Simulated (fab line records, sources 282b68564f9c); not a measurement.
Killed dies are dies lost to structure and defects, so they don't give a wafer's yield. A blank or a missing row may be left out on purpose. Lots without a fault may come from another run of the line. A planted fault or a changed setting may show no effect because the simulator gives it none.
fab line records | flow rit_cmos
record lots=6 wafers=18 last_day=7
route steps=202 shown PLDD@120 SPACER@125 NSD@131 PSD@142 M1@202
lots that met no fault: from a run of the same line without faults
start_h: hours from the record's first day to the start of the lot's first wafer shown | wait_h: hours since the lot's step before | " the same as in the row above | L1.1+2: a row that stands for several wafers | - no value, or no start given | * or withheld: withheld | < > ~ a bound
route shown NAME@n: a module of which the file shows steps, and the number in the route of the first | usual: mean/standard deviation of fault-free wafers | same: alike in all rows | chamber/n: place in a boat | sites: the reading at each site | _std_site: their standard deviation | _edge_site: outer sites' mean less inner sites' | radius_mm: how far each site lies from the wafer's centre | mask NAME#n: copy n | behind: the tool/chamber that last shaped the wafer | hold: why the lot was held/for how many hours/how that ended | device: the transistor (n, p or np) that didn't switch | end of line: the same wafers' tests at the end of the route | a step without rows: its recipe alone | killed: dies lost to structure and defects at the first sort, not the wafer's yield | map: a wafer's dies, x killed, . not, _ none there
set.NAME: the setting as run; set.NAME@STEP: as run at that earlier step | model.NAME: the simulator's own value behind a step, which no gauge read
lots at some steps of the route; a table a step, a row a wafer
services: from which hour (start_h, from the record's first day; less than 0 if before it) a tool's chamber was out of use, for how many hours, and why
## steps
# step RIT_PLDD_OVL_MEAS_06
# usual PLDD_OVL=-0.2/1.2
# columns lot.wafer tool chamber start_h wait_h PLDD_OVL[nm]
L696.1 overlay-01 - 60.12 - 1.1
L696.2 " - " " -0.4
L696.4 " - " " 0.4
L701.1 overlay-01 - 84.89 - -2.1
L701.2 " - " " -1.9
L701.5 " - " " -0.7
L706.1 overlay-01 - 108.55 - 2.1
L706.3 " - " " -0.1
L706.5 " - " " -0.5
L714.1 overlay-01 - 147.17 - 1.7
L714.3 " - " " 2.0
L714.5 " - " " 2.0
L715.1 overlay-02 - 152.38 - 0.2
L715.2 " - " " 1.3
L715.6 " - " " 1.1
L717.3 overlay-02 - 163.09 - 1.2
L717.4 " - " " 0.3
L717.5 " - " " 0.6
# step RIT_PLDD_HARDBAKE_07
# recipe resist=NOVOLAK temp_c=140 time_s=60
# step RIT_PLDD_IMPLANT_08
# recipe species=BF2 energy_kev=20 dose_cm2=9e+14 tilt_deg=7
# step RIT_PLDD_STRIP_09
# recipe chemistry=O2 time_s=180 resist=NOVOLAK platen_temp_c=withheld power_w=500 pressure_mtorr=4000 o2_flow_sccm=4000
# usual drypump_motor_current_A=5.7/0.47
# columns lot.wafer tool chamber start_h wait_h drypump_motor_current_A rf_hours_counter_h
L696.1 plasma_asher-02 1 60.46 0.1 5.5 41
L696.2 " 0 " " 5.6 41
L696.4 " 1 " " 5.5 -
L701.1 plasma_asher-04 0 85.22 0.1 5.7 28
L701.2 " 1 " " 5.1 28
L701.5 " 0 " " 5.7 -
L706.1 plasma_asher-02 0 108.89 0.1 5.6 47
L706.3 " 1 " " 5.5 -
L706.5 " 1 " " 5.5 -
L714.1 plasma_asher-02 0 147.58 0.1 5.6 51
L714.3 " 0 " " 5.6 -
L714.5 " 1 " " 5.5 -
L715.1 plasma_asher-03 0 152.71 0.1 5.9 4
L715.2 " 1 " " 6.7 4
L715.6 " 0 " " 5.9 -
L717.3 plasma_asher-03 1 163.61 0.1 6.7 -
L717.4 " 0 " " 5.9 -
L717.5 " 0 " " 5.9 -
# step RIT_PLDD_TW_MEAS_10
# usual PLDD_TW=2332/16
# columns lot.wafer tool chamber start_h wait_h PLDD_TW
L696.1 film_metro-01 - 60.63 0.1 2340
L696.2 " - " " 2358
L696.4 " - " " 2344
L701.1 film_metro-01 - 85.40 0.1 2340
L701.2 " - " " 2358
L701.5 " - " " 2345
L706.1 film_metro-01 - 109.06 0.1 2340
L706.3 " - " " 2329
L706.5 " - " " 2323
L714.1 film_metro-04 - 147.75 0.1 2338
L714.3 " - " " 2320
L714.5 " - " " 2323
L715.1 film_metro-03 - 152.89 0.1 2354
L715.2 " - " " 2347
L715.6 " - " " 2354
L717.3 film_metro-03 - 163.75 0.1 2355
L717.4 " - " " 2358
L717.5 " - " " 2351
# step RIT_SPACER_CLEAN_00
# recipe chemistry=SC1 mix=3:3:50 time_s=600 temp_c=75
# step RIT_SPACER_CLEAN_01
# recipe chemistry=dHF dilution=50:1 time_s=30
# step RIT_SPACER_CLEAN_02
# recipe chemistry=SC2 mix=3:3:50 time_s=600 temp_c=75 dry=n2_spin
# step RIT_SPACER_CVD_03
# recipe material=Si3N4 target_thk_nm=250 temp_c=810 precursor=SiH2Cl2/NH3 time_s=3300 pressure_mtorr=300 sih2cl2_flow_sccm=60 nh3_flow_sccm=150
# step RIT_SPACER_THK_MEAS_04
# recipe reads=Si3N4_of_SPACER_CVD_03
# usual SPACER_NITRIDE_THK=249.8/2.7
# columns lot.wafer tool chamber start_h wait_h SPACER_NITRIDE_THK[nm]
L696.1 film_metro-01 - 62.99 0.0 248.3
L696.2 " - " " 248.0
L696.4 " - " " 246.7
L701.1 film_metro-01 - 87.76 0.0 242.2
L701.2 " - " " 243.4
L701.5 " - " " 245.4
L706.1 film_metro-01 - 111.42 0.0 251.9
L706.3 " - " " 251.1
L706.5 " - " " 250.7
L714.1 film_metro-02 - 150.11 0.0 249.5
L714.3 " - " " 249.1
L714.5 " - " " 248.4
L715.1 film_metro-04 - 155.66 0.0 245.8
L715.2 " - " " 248.7
L715.6 " - " " 249.2
L717.3 film_metro-02 - 166.12 0.0 250.3
L717.4 " - " " 252.4
L717.5 " - " " 250.6
# step RIT_SPACER_ETCHBACK_05
# recipe target_depth_a=2500 SF6_flow_sccm=30 CHF3_flow_sccm=30 target=Si3N4 chemistry=SF6/CHF3 pressure_mtorr=40 rf_w=250 time_s=240 stop_on=SiO2
# usual CHF3_flow_sccm=30.00/0.094 drypump_motor_current_A=5.8/0.44 oes_product_au=0.845/0.013 throttle_valve_pct=10.24/0.13
# columns lot.wafer tool chamber start_h wait_h CHF3_flow_sccm drypump_motor_current_A oes_product_au rf_hours_counter_h throttle_valve_pct
L696.1 rie_diel-01 3 63.05 0.1 30.08 6.6 0.841 165 10.52
L696.2 " 2 " " 29.91 6.2 0.843 76 10.12
L696.4 " 0 " " 30.01 6.3 0.837 156 10.15
L701.1 rie_diel-02 1 87.82 0.1 30.11 5.1 0.823 116 10.15
L701.2 " 2 " " 30.08 5.9 0.809 96 10.28
L701.5 " 2 " " 29.98 6.0 0.816 - 10.26
L706.1 rie_diel-03 3 111.48 0.1 29.98 5.4 0.848 40 10.36
L706.3 " 0 " " 30.05 6.2 0.824 133 10.42
L706.5 " 3 " " 29.99 5.4 0.834 - 10.36
L714.1 rie_diel-03 2 150.17 0.1 30.11 6.0 0.849 58 10.12
L714.3 " 1 " " 29.95 5.5 0.860 18 10.25
L714.5 " 0 " " 29.90 6.2 0.842 - 10.43
L715.1 rie_diel-02 3 155.72 0.1 30.12 5.9 0.835 118 10.25
L715.2 " 2 " " 29.81 5.9 0.811 98 10.28
L715.6 " 3 " " 30.10 5.9 0.843 - 10.26
L717.3 rie_diel-01 3 166.16 0.0 30.10 6.7 0.845 2 10.52
L717.4 " 2 " " 30.12 6.2 0.856 78 10.13
L717.5 " 1 " " 30.04 6.1 0.870 - 10.05
# step RIT_NSD_HMDS_00
# recipe prime_time_s=60 prime_temp_c=140
# step RIT_NSD_COAT_01
# recipe resist=NOVOLAK spin_rpm=3250 resist_thk_nm=1000
# usual chill_plate_temp_C=23.01/0.11 dispense_pressure_kPa=48/4.9
# columns lot.wafer tool chamber start_h wait_h chill_plate_temp_C dispense_pressure_kPa
L696.1 litho_track-03 0 63.35 0.1 23.18 47
L696.2 " 0 " " 23.01 47
L696.4 " 0 " " 23.16 47
L701.1 litho_track-04 0 88.13 0.1 23.29 42
L701.2 " 0 " " 23.12 42
L701.5 " 0 " " 23.14 42
L706.1 litho_track-01 0 111.90 0.1 22.88 53
L706.3 " 0 " " 23.11 54
L706.5 " 0 " " 22.94 54
L714.1 litho_track-04 - 150.47 0.1 - -
L714.3 " - " " - -
L714.5 " - " " - -
L715.1 litho_track-01 - 156.02 0.1 - -
L715.2 " - " " - -
L715.6 " - " " - -
L717.3 litho_track-01 0 166.51 0.1 23.06 54
L717.4 " 0 " " 23.01 54
L717.5 " 0 " " 23.22 54
# step RIT_NSD_SOFTBAKE_02
# recipe resist=NOVOLAK temp_c=90 time_s=60
# step RIT_NSD_EXPOSE_03
# recipe mask_id=M9 na=0.57 target_cd_nm=40700 dose_mj=250
# step RIT_NSD_PEB_04
# recipe resist=NOVOLAK temp_c=withheld time_s=withheld
# step RIT_NSD_DEVELOP_05
# recipe resist=NOVOLAK develop_time_s=50 dev_temp_c=23
# step RIT_NSD_OVL_MEAS_06
# usual NSD_OVL=-0.8/1.3
# columns lot.wafer tool chamber start_h wait_h NSD_OVL[nm]
L696.1 overlay-02 - 64.05 - -0.6
L696.2 " - " " -1.1
L696.4 " - " " -0.9
L701.1 overlay-02 - 88.83 - -2.2
L701.2 " - " " 0.9
L701.5 " - " " -2.4
L706.1 overlay-02 - 112.73 - -1.0
L706.3 " - " " -2.4
L706.5 " - " " -0.9
L714.1 overlay-01 - 151.29 - -
L714.3 " - " " -
L714.5 " - " " -
L715.1 overlay-01 - 156.85 - -
L715.2 " - " " -
L715.6 " - " " -
L717.3 overlay-01 - 167.30 - -1.1
L717.4 " - " " -1.5
L717.5 " - " " -0.3
# step RIT_NSD_HARDBAKE_07
# recipe resist=NOVOLAK temp_c=140 time_s=60
# step RIT_NSD_IMPLANT_08
# recipe species=P energy_kev=25 dose_cm2=1e+15 tilt_deg=7
# step RIT_NSD_STRIP_09
# recipe chemistry=O2 time_s=180 resist=NOVOLAK platen_temp_c=withheld power_w=500 pressure_mtorr=4000 o2_flow_sccm=4000
# usual drypump_motor_current_A=5.39/0.21
# columns lot.wafer tool chamber start_h wait_h drypump_motor_current_A rf_hours_counter_h
L696.1 plasma_asher-04 1 64.39 0.1 5.12 26
L696.2 " 0 " " 5.62 26
L696.4 " 0 " " 5.60 -
L701.1 plasma_asher-01 1 89.17 0.1 5.12 40
L701.2 " 0 " " 5.51 40
L701.5 " 0 " " 5.53 -
L706.1 plasma_asher-01 1 113.07 0.1 5.17 43
L706.3 " 1 " " 5.17 -
L706.5 " 1 " " 5.18 -
L714.1 plasma_asher-01 1 151.67 0.1 5.16 48
L714.3 " 1 " " 5.15 -
L714.5 " 1 " " 5.13 -
L715.1 plasma_asher-01 1 157.18 0.1 5.15 48
L715.2 " 0 " " 5.51 48
L715.6 " 1 " " 5.13 -
L717.3 plasma_asher-04 1 167.68 0.1 5.15 -
L717.4 " 0 " " 5.65 -
L717.5 " 0 " " 5.68 -
# step RIT_NSD_TW_MEAS_10
# usual NSD_TW=3098/23
# columns lot.wafer tool chamber start_h wait_h NSD_TW
L696.1 film_metro-01 - 64.56 0.1 3123
L696.2 " - " " 3116
L696.4 " - " " 3106
L701.1 film_metro-01 - 89.34 0.1 3099
L701.2 " - " " 3127
L701.5 " - " " 3120
L706.1 film_metro-03 - 113.24 0.1 3117
L706.3 " - " " 3110
L706.5 " - " " 3112
L714.1 film_metro-03 - 151.84 0.1 3127
L714.3 " - " " 3116
L714.5 " - " " 3114
L715.1 film_metro-04 - 157.36 0.1 3086
L715.2 " - " " 3082
L715.6 " - " " 3092
L717.3 film_metro-03 - 167.82 0.1 3112
L717.4 " - " " 3138
L717.5 " - " " 3136
# step RIT_PSD_HMDS_00
# recipe prime_time_s=60 prime_temp_c=140
# step RIT_PSD_COAT_01
# recipe resist=NOVOLAK spin_rpm=3250 resist_thk_nm=1000
# step RIT_PSD_SOFTBAKE_02
# recipe resist=NOVOLAK temp_c=90 time_s=60
# step RIT_PSD_EXPOSE_03
# recipe mask_id=M10 na=0.57 target_cd_nm=40900 dose_mj=250
# step RIT_PSD_PEB_04
# recipe resist=NOVOLAK temp_c=withheld time_s=withheld
# step RIT_PSD_DEVELOP_05
# recipe resist=NOVOLAK develop_time_s=50 dev_temp_c=23
# step RIT_PSD_OVL_MEAS_06
# usual PSD_OVL=0.3/1.2
# columns lot.wafer tool chamber start_h wait_h PSD_OVL[nm]
L696.1 overlay-02 - 65.60 - -0.1
L696.2 " - " " -0.5
L696.4 " - " " -1.5
L701.1 overlay-02 - 90.25 - 1.4
L701.2 " - " " 2.6
L701.5 " - " " 1.3
L706.1 overlay-02 - 114.22 - -0.3
L706.3 " - " " -0.9
L706.5 " - " " -1.2
L714.1 overlay-01 - 152.88 - 0.8
L714.3 " - " " -0.1
L714.5 " - " " -0.2
L715.1 overlay-02 - 158.60 - 1.8
L715.2 " - " " 1.4
L715.6 " - " " 1.2
L717.3 overlay-01 - 168.93 - 0.5
L717.4 " - " " 1.3
L717.5 " - " " 1.0
# step RIT_PSD_HARDBAKE_07
# recipe resist=NOVOLAK temp_c=140 time_s=60
# step RIT_PSD_IMPLANT_08
# recipe species=BF2 energy_kev=27 dose_cm2=5e+15 tilt_deg=7
# step RIT_PSD_STRIP_09
# recipe chemistry=O2 time_s=180 resist=NOVOLAK platen_temp_c=withheld power_w=500 pressure_mtorr=4000 o2_flow_sccm=4000
# usual drypump_motor_current_A=5.8/0.52
# columns lot.wafer tool chamber start_h wait_h drypump_motor_current_A rf_hours_counter_h
L696.1 plasma_asher-01 1 65.93 0.1 5.2 38
L696.2 " 0 " " 5.5 38
L696.4 " 0 " " 5.5 -
L701.1 plasma_asher-03 1 90.59 0.1 6.7 47
L701.2 " 0 " " 5.9 47
L701.5 " 1 " " 6.7 -
L706.1 plasma_asher-01 1 114.55 0.1 5.1 44
L706.3 " 1 " " 5.1 -
L706.5 " 0 " " 5.5 -
L714.1 plasma_asher-02 1 153.21 0.1 5.5 52
L714.3 " 1 " " 5.5 -
L714.5 " 1 " " 5.5 -
L715.1 plasma_asher-03 0 159.01 0.1 5.9 5
L715.2 " 1 " " 6.8 5
L715.6 " 0 " " 5.9 -
L717.3 plasma_asher-02 1 169.31 0.1 5.5 -
L717.4 " 0 " " 5.6 -
L717.5 " 1 " " 5.5 -
# step RIT_PSD_TW_MEAS_10
# usual PSD_TW=3409/24
# columns lot.wafer tool chamber start_h wait_h hold PSD_TW
L696.1 film_metro-01 - 66.11 0.1 - 3415
L696.2 " - " " - 3430
L696.4 " - " " - 3428
L701.1 film_metro-01 - 90.76 0.1 - 3441
L701.2 " - " " - 3425
L701.5 " - " " - 3437
L706.1 film_metro-03 - 114.73 0.1 - 3441
L706.3 " - " " - 3426
L706.5 " - " " - 3424
L714.1 film_metro-03 - 153.39 0.1 await_dispo/0.2h/release 3606
L714.3 " - " " await_dispo/0.2h/release 3607
L714.5 " - " " await_dispo/0.2h/release 3612
L714.1 film_metro-03 - 153.62 0.2 - 3602
L714.3 " - " " - 3601
L714.5 " - " " - 3627
L715.1 film_metro-03 - 159.19 0.1 await_dispo/0.2h/release 3625
L715.2 " - " " await_dispo/0.2h/release 3615
L715.6 " - " " await_dispo/0.2h/release 3609
L715.1 film_metro-03 - 159.42 0.2 - 3603
L715.2 " - " " - 3617
L715.6 " - " " - 3620
L717.3 film_metro-01 - 169.45 0.1 - 3413
L717.4 " - " " - 3445
L717.5 " - " " - 3430
# step RIT_M1_PROBE_99
# usual killed_at_front_end=7/3 killed_dies=7/3 killed_on_rim=2/1.4 killed_open=3.6/1.9 killed_short=3.2/1.8
# same gross_dies=264 killed_at_M0_to_M3=0 killed_at_M4_up=0 killed_at_back_side=0 killed_at_contacts=0 killed_at_other=0
# columns lot.wafer tool chamber start_h wait_h hold killed_at_front_end killed_dies killed_on_rim killed_open killed_short
L696.1 prober-01 - 74.13 0.1 - 7 7 5 3 4
L696.2 prober-01 - 74.18 0.1 - 3 3 1 2 1
L696.4 prober-01 - 74.28 0.2 - 6 6 1 3 3
L701.1 prober-01 - 98.67 0.1 - 14 14 5 7 7
L701.2 prober-01 - 98.72 0.1 - 8 8 2 5 3
L701.5 prober-01 - 98.87 0.2 - 5 5 3 1 4
L706.1 prober-02 - 122.60 0.1 - 7 7 1 3 4
L706.3 prober-02 - 122.70 0.2 - 5 5 2 3 2
L706.5 prober-02 - 122.80 0.2 - 16 16 4 6 10
L714.1 prober-02 - 164.85 0.1 await_dispo/8.4h/scrap 264 264 70 5 4
L714.3 prober-02 - 164.95 0.2 await_dispo/8.4h/scrap 264 264 70 0 2
L714.5 prober-02 - 165.05 0.2 await_dispo/8.4h/scrap 264 264 70 2 3
L715.1 prober-01 - 170.44 0.1 await_dispo/4.4h/scrap 264 264 70 3 5
L715.2 prober-01 - 170.49 0.1 await_dispo/4.4h/scrap 264 264 70 1 4
L715.6 prober-01 - 170.69 0.2 await_dispo/4.4h/scrap 264 264 70 2 3
L717.3 prober-01 - 177.76 0.2 - 2 2 1 1 1
L717.4 prober-01 - 177.81 0.2 - 8 8 3 4 4
L717.5 prober-01 - 177.86 0.2 - 4 4 0 2 2
# killed by level:class
L696.1 GATE:geometric_particle:short=2 SILICIDE:geometric_particle:short=2 FOX1:geometric_particle:open=1 REOX:geometric_particle:open=1 SILICIDE:geometric_particle:open=1
L696.2 FOX2:geometric_particle:open=1 REOX:geometric_particle:open=1 REOX:geometric_particle:short=1
L696.4 SPACER:geometric_particle:short=2 SPACER:geometric_particle:open=2 REOX:geometric_particle:open=1 REOX:geometric_particle:short=1
L701.1 GATE:geometric_particle:open=4 SPACER:geometric_particle:short=3 GATE:geometric_particle:short=2 SPACER:geometric_particle:open=2 REOX:geometric_particle:short=1 SILICIDE:geometric_particle:open=1 SILICIDE:geometric_particle:short=1
L701.2 FOX1:geometric_particle:open=3 SPACER:geometric_particle:short=2 FOX1:geometric_particle:short=1 GATE:geometric_particle:open=1 SPACER:geometric_particle:open=1
L701.5 SILICIDE:geometric_particle:short=3 FOX2:geometric_particle:short=1 SPACER:geometric_particle:open=1
L706.1 GATE:geometric_particle:short=3 FOX1:geometric_particle:open=2 FOX1:geometric_particle:short=1 REOX:geometric_particle:open=1
L706.3 SPACER:geometric_particle:open=2 GATE:geometric_particle:open=1 GATE:geometric_particle:short=1 SILICIDE:geometric_particle:short=1
L706.5 GATE:geometric_particle:short=6 GATE:geometric_particle:open=2 REOX:geometric_particle:short=2 SPACER:geometric_particle:open=2 FOX1:geometric_particle:short=1 REOX:geometric_particle:open=1 SPACER:geometric_particle:short=1 SILICIDE:geometric_particle:open=1
L714.1 NSD:area_expose=255 SILICIDE:geometric_particle:open=3 GATE:geometric_particle:open=2 REOX:geometric_particle:short=2 SILICIDE:geometric_particle:short=2
L714.3 NSD:area_expose=262 FOX1:geometric_particle:short=1 GATE:geometric_particle:short=1
L714.5 NSD:area_expose=259 FOX2:geometric_particle:short=1 GATE:geometric_particle:short=1 GATE:geometric_particle:open=1 SPACER:geometric_particle:short=1 SILICIDE:geometric_particle:open=1
L715.1 NSD:area_expose=256 GATE:geometric_particle:short=3 FOX1:geometric_particle:short=2 FOX1:geometric_particle:open=1 GATE:geometric_particle:open=1 SILICIDE:geometric_particle:open=1
L715.2 NSD:area_expose=259 FOX2:geometric_particle:short=2 FOX1:geometric_particle:short=1 FOX2:geometric_particle:open=1 GATE:geometric_particle:short=1
L715.6 NSD:area_expose=259 FOX2:geometric_particle:short=1 GATE:geometric_particle:short=1 GATE:geometric_particle:open=1 REOX:geometric_particle:short=1 REOX:geometric_particle:open=1
L717.3 FOX2:geometric_particle:open=1 GATE:geometric_particle:short=1
L717.4 GATE:geometric_particle:short=3 GATE:geometric_particle:open=2 FOX2:geometric_particle:open=1 REOX:geometric_particle:open=1 SILICIDE:geometric_particle:short=1
L717.5 GATE:geometric_particle:open=1 REOX:geometric_particle:short=1 REOX:geometric_particle:open=1 SPACER:geometric_particle:short=1
# map L714.1 (x killed, . not)
________xxxxxxx_______
_____xxxxxxxxxxxxx____
____xxxxxxxxxxxxxxx___
___xxxxxxxxxxxxxxxxx__
__xxxxxxxxxxxxxxxxxxx_
__xxxxxxxxxxxxxxxxxxx_
_xxxxxxxxxxxxxxxxxxxxx
_xxxxxxxxxxxxxxxxxxxxx
_xxxxxxxxxxxxxxxxxxxxx
_xxxxxxxxxxxxxxxxxxxxx
__xxxxxxxxxxxxxxxxxxx_
__xxxxxxxxxxxxxxxxxxx_
___xxxxxxxxxxxxxxxxx__
____xxxxxxxxxxxxxxx___
_____xxxxxxxxxxxxx____
________xxxxxxx_______
# map L715.1 (x killed, . not)
________xxxxxxx_______
_____xxxxxxxxxxxxx____
____xxxxxxxxxxxxxxx___
___xxxxxxxxxxxxxxxxx__
__xxxxxxxxxxxxxxxxxxx_
__xxxxxxxxxxxxxxxxxxx_
_xxxxxxxxxxxxxxxxxxxxx
_xxxxxxxxxxxxxxxxxxxxx
_xxxxxxxxxxxxxxxxxxxxx
_xxxxxxxxxxxxxxxxxxxxx
__xxxxxxxxxxxxxxxxxxx_
__xxxxxxxxxxxxxxxxxxx_
___xxxxxxxxxxxxxxxxx__
____xxxxxxxxxxxxxxx___
_____xxxxxxxxxxxxx____
________xxxxxxx_______
## services
# columns tool chamber start_h hours kind
plasma_asher-04 - 73.26 1.3 repair
rie_diel-01 3 78.66 - clean
rie_diel-01 3 78.66 17.7 scheduled_down
rie_diel-01 3 78.66 17.7 vent_cycle
rie_diel-01 1 105.76 1.6 repair
rie_diel-03 2 107.46 4.1 repair
plasma_asher-03 - 108.75 9.0 pm
plasma_asher-03 0 108.75 9.0 vent_cycle
plasma_asher-03 1 108.75 9.0 vent_cycle
rie_diel-01 0 116.49 5.1 repair
plasma_asher-03 0 117.75 - clean
plasma_asher-03 1 117.75 - clean
rie_diel-02 0 119.54 21.0 repair
rie_diel-01 0 121.58 - clean
rie_diel-01 0 121.58 17.5 scheduled_down
rie_diel-01 0 121.58 17.5 vent_cycle
plasma_asher-04 - 131.30 3.8 repair
plasma_asher-02 - 153.93 14.6 pm
plasma_asher-04 - 157.03 1.3 repair
## key
first_sign step=RIT_NSD_COAT_01 reading=tool_record direction=missing
effect step=RIT_NSD_OVL_MEAS_06 reading=NSD_OVL direction=missing
effect step=RIT_PSD_TW_MEAS_10 reading=visit direction=added
effect step=RIT_PSD_TW_MEAS_10 reading=PSD_TW direction=up sigmas=8.5 usual=3409 struck=3612
effect step=RIT_M1_PROBE_99 reading=killed_at_front_end direction=up sigmas=85 usual=7 struck=264
more_kills_born_at RIT_NSD_EXPOSE_03@iline_stepper-02=776 RIT_NSD_EXPOSE_03@iline_stepper-01=774
met_at RIT_NSD_COAT_01
struck_wafers L714.1,L714.3,L714.5,L715.1,L715.2,L715.6
tester_left_out L714,L715
onset_between 111.90 150.47
fault kind=skipped_step_whole tool=litho_track-01,litho_track-04 chamber=- onset_h=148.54 steps=RIT_NSD_COAT_01 scope=struck_lots_only
# tester_left_out: of these lots the tester's yield and bins aren't shown, on N5 and GAA mostly nor the transistor test; their killed dies are dies lost to structure and defects alone, not to doping, threshold or leakage, so they don't give the yield
